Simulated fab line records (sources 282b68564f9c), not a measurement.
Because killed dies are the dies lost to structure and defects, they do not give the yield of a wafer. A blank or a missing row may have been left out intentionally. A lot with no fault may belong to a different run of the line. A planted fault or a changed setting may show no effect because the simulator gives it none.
Which tool is to blame? :: flow rit_cmos :: 42 wafers from 14 lots sampled at 5 of the route's 202 steps

WHAT EACH GAUGE READ, for each wafer
RIT_CONTACT_CD_MEAS_08: the cd target is 1000 nm. Usual: cd_nm at 1000.1 nm, with a standard deviation of 2.6.
lot: L573
measured: day 3 08:23
on: cd_sem-02
cd_nm (nm): 999.2 999.0 998.8
flag: 

lot: L576
measured: day 3 23:07
on: cd_sem-02
cd_nm (nm): 1003.0 1000.9 1000.4
flag: 

lot: L577
measured: day 4 03:56
on: cd_sem-02
cd_nm (nm): 999.5 997.9 998.7
flag: 

lot: L578
measured: day 4 10:24
on: cd_sem-02
cd_nm (nm): 1004.1 1003.8 1002.0
flag: 

lot: L579
measured: day 4 15:27
on: cd_sem-02
cd_nm (nm): 1002.6 999.9 1002.7
flag: 

lot: L583
measured: day 5 12:55
on: cd_sem-01
cd_nm (nm): - - -
flag: OFF

lot: L584
measured: day 5 18:22
on: cd_sem-01
cd_nm (nm): - - -
flag: OFF

lot: L586
measured: day 6 07:41
on: cd_sem-01
cd_nm (nm): 1000.3 1001.9 998.9
flag: 

lot: L588
measured: day 6 21:31
on: cd_sem-01
cd_nm (nm): 1002.8 1000.3 1003.4
flag: 

lot: L589
measured: day 6 22:46
on: cd_sem-02
cd_nm (nm): 993.6 992.7 993.3
flag: 

lot: L590
measured: day 7 09:22
on: cd_sem-01
cd_nm (nm): 1000.8 1000.5 999.3
flag: 

lot: L591
measured: day 7 13:20
on: cd_sem-02
cd_nm (nm): 1000.2 1000.6 999.1
flag: 

lot: L593
measured: day 7 19:58
on: cd_sem-02
cd_nm (nm): 1000.6 1002.7 999.6
flag: 

lot: L595
measured: day 8 04:40
on: cd_sem-02
cd_nm (nm): 1002.3 1002.6 1002.8
flag: 

RIT_M1_BOW_MEAS_16. Usual: M1_BOW typically reads 17 um, with standard deviation 7.5.
lot: L573
measured: day 3 13:26
on: film_metro-02
M1_BOW (um): 26 32 19
flag: 

lot: L576
measured: day 4 04:22
on: film_metro-01
M1_BOW (um): 25 20 31
flag: 

lot: L577
measured: day 4 09:11
on: film_metro-04
M1_BOW (um): 21 20 10
flag: 

lot: L578
measured: day 4 16:33
on: film_metro-02
M1_BOW (um): 22 25 14
flag: 

lot: L579
measured: day 4 21:44
on: film_metro-02
M1_BOW (um): 19 9 28
flag: 

lot: L586
measured: day 6 15:23
on: film_metro-04
M1_BOW (um): 10 16 23
flag: 

lot: L588
measured: day 7 04:51
on: film_metro-04
M1_BOW (um): 11 22 12
flag: 

lot: L589
measured: day 7 04:55
on: film_metro-01
M1_BOW (um): 35 23 35
flag: 

lot: L590
measured: day 7 15:03
on: film_metro-04
M1_BOW (um): 8 9 22
flag: 

lot: L591
measured: day 7 19:33
on: film_metro-04
M1_BOW (um): 14 36 32
flag: 

lot: L593
measured: day 8 01:52
on: film_metro-04
M1_BOW (um): 27 7 18
flag: 

lot: L595
measured: day 8 10:56
on: film_metro-01
M1_BOW (um): 24 18 22
flag: 

WHAT TOOL EACH LOT RAN ON (gives the tool, then ch and the chambers of the sampled wafers, and finally the start)
lot: L573
RIT_CONTACT_COAT_03: litho_track-02 ch 0, day 3 07:34
RIT_CONTACT_STRIP_12: plasma_asher-03 ch 0,1, day 3 08:52
RIT_M1_STRIP_14: plasma_asher-04 ch 0,1, day 3 11:37

lot: L576
RIT_CONTACT_COAT_03: litho_track-04 ch 0, day 3 22:17
RIT_CONTACT_STRIP_12: plasma_asher-02 ch 0,1, day 3 23:38
RIT_M1_STRIP_14: plasma_asher-03 ch 0,1, day 4 02:29

lot: L577
RIT_CONTACT_COAT_03: litho_track-03 ch 0, day 4 03:08
RIT_CONTACT_STRIP_12: plasma_asher-03 ch 0,1, day 4 04:26
RIT_M1_STRIP_14: plasma_asher-04 ch 0,1, day 4 07:23

lot: L578
RIT_CONTACT_COAT_03: litho_track-03 ch 0, day 4 09:28
RIT_CONTACT_STRIP_12: plasma_asher-01 ch 0,1, day 4 10:54
RIT_M1_STRIP_14: plasma_asher-04 ch 0,1, day 4 13:39

lot: L579
RIT_CONTACT_COAT_03: litho_track-02 ch 0, day 4 14:39
RIT_CONTACT_STRIP_12: plasma_asher-03 ch 0,1, day 4 16:08
RIT_M1_STRIP_14: plasma_asher-03 ch 0,1, day 4 18:53

lot: L583
RIT_CONTACT_COAT_03: litho_track-04, day 5 12:07
RIT_CONTACT_STRIP_12: plasma_asher-03 ch 0,1, day 5 13:25
RIT_M1_STRIP_14: -

lot: L584
RIT_CONTACT_COAT_03: litho_track-03, day 5 17:34
RIT_CONTACT_STRIP_12: plasma_asher-02 ch 0,1, day 5 18:51
RIT_M1_STRIP_14: -

lot: L586
RIT_CONTACT_COAT_03: litho_track-03 ch 0, day 6 06:44
RIT_CONTACT_STRIP_12: plasma_asher-01 ch 0,1, day 6 08:11
RIT_M1_STRIP_14: plasma_asher-04 ch 0,1, day 6 10:55

lot: L588
RIT_CONTACT_COAT_03: litho_track-04 ch 0, day 6 20:42
RIT_CONTACT_STRIP_12: plasma_asher-03 ch 0,1, day 6 22:01
RIT_M1_STRIP_14: plasma_asher-01 ch 0,1, day 7 00:47

lot: L589
RIT_CONTACT_COAT_03: litho_track-03 ch 0, day 6 21:57
RIT_CONTACT_STRIP_12: plasma_asher-02 ch 0,1, day 6 23:17
RIT_M1_STRIP_14: plasma_asher-01 ch 0,1, day 7 02:07

lot: L590
RIT_CONTACT_COAT_03: litho_track-02 ch 0, day 7 08:25
RIT_CONTACT_STRIP_12: plasma_asher-02 ch 0,1, day 7 09:52
RIT_M1_STRIP_14: plasma_asher-03 ch 0,1, day 7 12:43

lot: L591
RIT_CONTACT_COAT_03: litho_track-03 ch 0, day 7 12:23
RIT_CONTACT_STRIP_12: plasma_asher-01 ch 0,1, day 7 13:50
RIT_M1_STRIP_14: plasma_asher-01 ch 1, day 7 16:54

lot: L593
RIT_CONTACT_COAT_03: litho_track-04 ch 0, day 7 19:10
RIT_CONTACT_STRIP_12: plasma_asher-01 ch 0,1, day 7 20:29
RIT_M1_STRIP_14: plasma_asher-01 ch 0,1, day 7 23:18

lot: L595
RIT_CONTACT_COAT_03: litho_track-03 ch 0, day 8 03:52
RIT_CONTACT_STRIP_12: plasma_asher-02 ch 0,1, day 8 05:11
RIT_M1_STRIP_14: plasma_asher-01 ch 0,1, day 8 07:56
- RIT_CONTACT_COAT_03: resist thk 1000 nm.
- RIT_CONTACT_STRIP_12: strips in O2, time 180 s.
- RIT_M1_STRIP_14: strips in O2, time 180 s.

WHAT THE TOOLS THEMSELVES READ (means of the sampled wafers that have a number; where no wafer has one, the mark that the record gives instead)
RIT_CONTACT_COAT_03. Usual: chill_plate_temp_C 23.00 C, standard deviation 0.1; dispense_pressure_kPa 49.2 kPa, standard deviation 2.5.
lot: L573
tool: litho_track-02
chill_plate_temp_C (C): 22.99
dispense_pressure_kPa (kPa): 46.0
flag: 

lot: L576
tool: litho_track-04
chill_plate_temp_C (C): 22.99
dispense_pressure_kPa (kPa): 48.4
flag: 

lot: L577
tool: litho_track-03
chill_plate_temp_C (C): 22.96
dispense_pressure_kPa (kPa): 51.8
flag: 

lot: L578
tool: litho_track-03
chill_plate_temp_C (C): 23.07
dispense_pressure_kPa (kPa): 51.8
flag: 

lot: L579
tool: litho_track-02
chill_plate_temp_C (C): 23.02
dispense_pressure_kPa (kPa): 46.0
flag: 

lot: L583
tool: litho_track-04
chill_plate_temp_C (C): -
dispense_pressure_kPa (kPa): -
flag: OFF

lot: L584
tool: litho_track-03
chill_plate_temp_C (C): -
dispense_pressure_kPa (kPa): -
flag: OFF

lot: L586
tool: litho_track-03
chill_plate_temp_C (C): 23.03
dispense_pressure_kPa (kPa): 51.8
flag: 

lot: L588
tool: litho_track-04
chill_plate_temp_C (C): 23.01
dispense_pressure_kPa (kPa): 48.4
flag: 

lot: L589
tool: litho_track-03
chill_plate_temp_C (C): 22.94
dispense_pressure_kPa (kPa): 51.7
flag: 

lot: L590
tool: litho_track-02
chill_plate_temp_C (C): 22.83
dispense_pressure_kPa (kPa): 46.0
flag: 

lot: L591
tool: litho_track-03
chill_plate_temp_C (C): 23.03
dispense_pressure_kPa (kPa): 51.7
flag: 

lot: L593
tool: litho_track-04
chill_plate_temp_C (C): 23.11
dispense_pressure_kPa (kPa): 48.3
flag: 

lot: L595
tool: litho_track-03
chill_plate_temp_C (C): 22.97
dispense_pressure_kPa (kPa): 51.8
flag: 

RIT_CONTACT_STRIP_12. Usual: drypump_motor_current_A 5.6 A, standard deviation 0.34; rf_refl_power_W 6.8 W, standard deviation 1.7.
lot: L573
tool: plasma_asher-03
drypump_motor_current_A (A): 5.9
rf_refl_power_W (W): 6.7
flag: 

lot: L576
tool: plasma_asher-02
drypump_motor_current_A (A): 5.2
rf_refl_power_W (W): 8.0
flag: 

lot: L577
tool: plasma_asher-03
drypump_motor_current_A (A): 5.9
rf_refl_power_W (W): 6.8
flag: 

lot: L578
tool: plasma_asher-01
drypump_motor_current_A (A): 5.5
rf_refl_power_W (W): 5.4
flag: 

lot: L579
tool: plasma_asher-03
drypump_motor_current_A (A): 5.9
rf_refl_power_W (W): 7.0
flag: 

lot: L583
tool: plasma_asher-03
drypump_motor_current_A (A): 5.9
rf_refl_power_W (W): 6.8
flag: 

lot: L584
tool: plasma_asher-02
drypump_motor_current_A (A): 5.2
rf_refl_power_W (W): 7.9
flag: 

lot: L586
tool: plasma_asher-01
drypump_motor_current_A (A): 5.5
rf_refl_power_W (W): 6.1
flag: 

lot: L588
tool: plasma_asher-03
drypump_motor_current_A (A): 5.9
rf_refl_power_W (W): 6.6
flag: 

lot: L589
tool: plasma_asher-02
drypump_motor_current_A (A): 5.4
rf_refl_power_W (W): 8.4
flag: 

lot: L590
tool: plasma_asher-02
drypump_motor_current_A (A): 5.4
rf_refl_power_W (W): 8.4
flag: 

lot: L591
tool: plasma_asher-01
drypump_motor_current_A (A): 5.5
rf_refl_power_W (W): 5.5
flag: 

lot: L593
tool: plasma_asher-01
drypump_motor_current_A (A): 5.4
rf_refl_power_W (W): 5.4
flag: 

lot: L595
tool: plasma_asher-02
drypump_motor_current_A (A): 5.4
rf_refl_power_W (W): 8.4
flag: 

RIT_M1_STRIP_14. Usual: drypump_motor_current_A 5.5 A, standard deviation 0.37; rf_refl_power_W 6.5 W, standard deviation 1.6.
lot: L573
tool: plasma_asher-04
drypump_motor_current_A (A): 4.9
rf_refl_power_W (W): 8.4
flag: 

lot: L576
tool: plasma_asher-03
drypump_motor_current_A (A): 6.1
rf_refl_power_W (W): 5.3
flag: 

lot: L577
tool: plasma_asher-04
drypump_motor_current_A (A): 5.0
rf_refl_power_W (W): 8.1
flag: 

lot: L578
tool: plasma_asher-04
drypump_motor_current_A (A): 5.0
rf_refl_power_W (W): 8.1
flag: 

lot: L579
tool: plasma_asher-03
drypump_motor_current_A (A): 6.0
rf_refl_power_W (W): 5.5
flag: 

lot: L586
tool: plasma_asher-04
drypump_motor_current_A (A): 5.0
rf_refl_power_W (W): 8.0
flag: 

lot: L588
tool: plasma_asher-01
drypump_motor_current_A (A): 5.5
rf_refl_power_W (W): 6.2
flag: 

lot: L589
tool: plasma_asher-01
drypump_motor_current_A (A): 5.5
rf_refl_power_W (W): 5.3
flag: 

lot: L590
tool: plasma_asher-03
drypump_motor_current_A (A): 5.9
rf_refl_power_W (W): 6.8
flag: 

lot: L591
tool: plasma_asher-01
drypump_motor_current_A (A): 5.5
rf_refl_power_W (W): 4.8
flag: 

lot: L593
tool: plasma_asher-01
drypump_motor_current_A (A): 5.5
rf_refl_power_W (W): 5.5
flag: 

lot: L595
tool: plasma_asher-01
drypump_motor_current_A (A): 5.5
rf_refl_power_W (W): 5.9
flag: 

THE ANSWER, worked out from the rows above alone
Rule: a lot counts as off when the mean over its wafers that have a number is more than 3 standard deviations away from the usual mean. Also off: a lot with no number at a reading for which 4 or more lots have one. Any other lot the step has rows for is counted as sound. First the gauges in route order, then the tools' own readings, where a lot's mean is used as printed above. The first step at which some lot is off is used, and at that step the reading that is off furthest; a lot without a number counts as furthest.
Off, at RIT_CONTACT_CD_MEAS_08 on cd_nm: L583, L584. Without a number there: L583, L584.
If a tool, at a process step before that reading, ran all the lots that are off and no sound lot after the first of them, it fits. Not tried: the gauges at RIT_CONTACT_CD_MEAS_08; whatever is off there is also off at RIT_CONTACT_COAT_03, on other tools, and gauge error can't account for it. Of those tried, none fits.

WHAT THE SIMULATOR HAD INSERTED
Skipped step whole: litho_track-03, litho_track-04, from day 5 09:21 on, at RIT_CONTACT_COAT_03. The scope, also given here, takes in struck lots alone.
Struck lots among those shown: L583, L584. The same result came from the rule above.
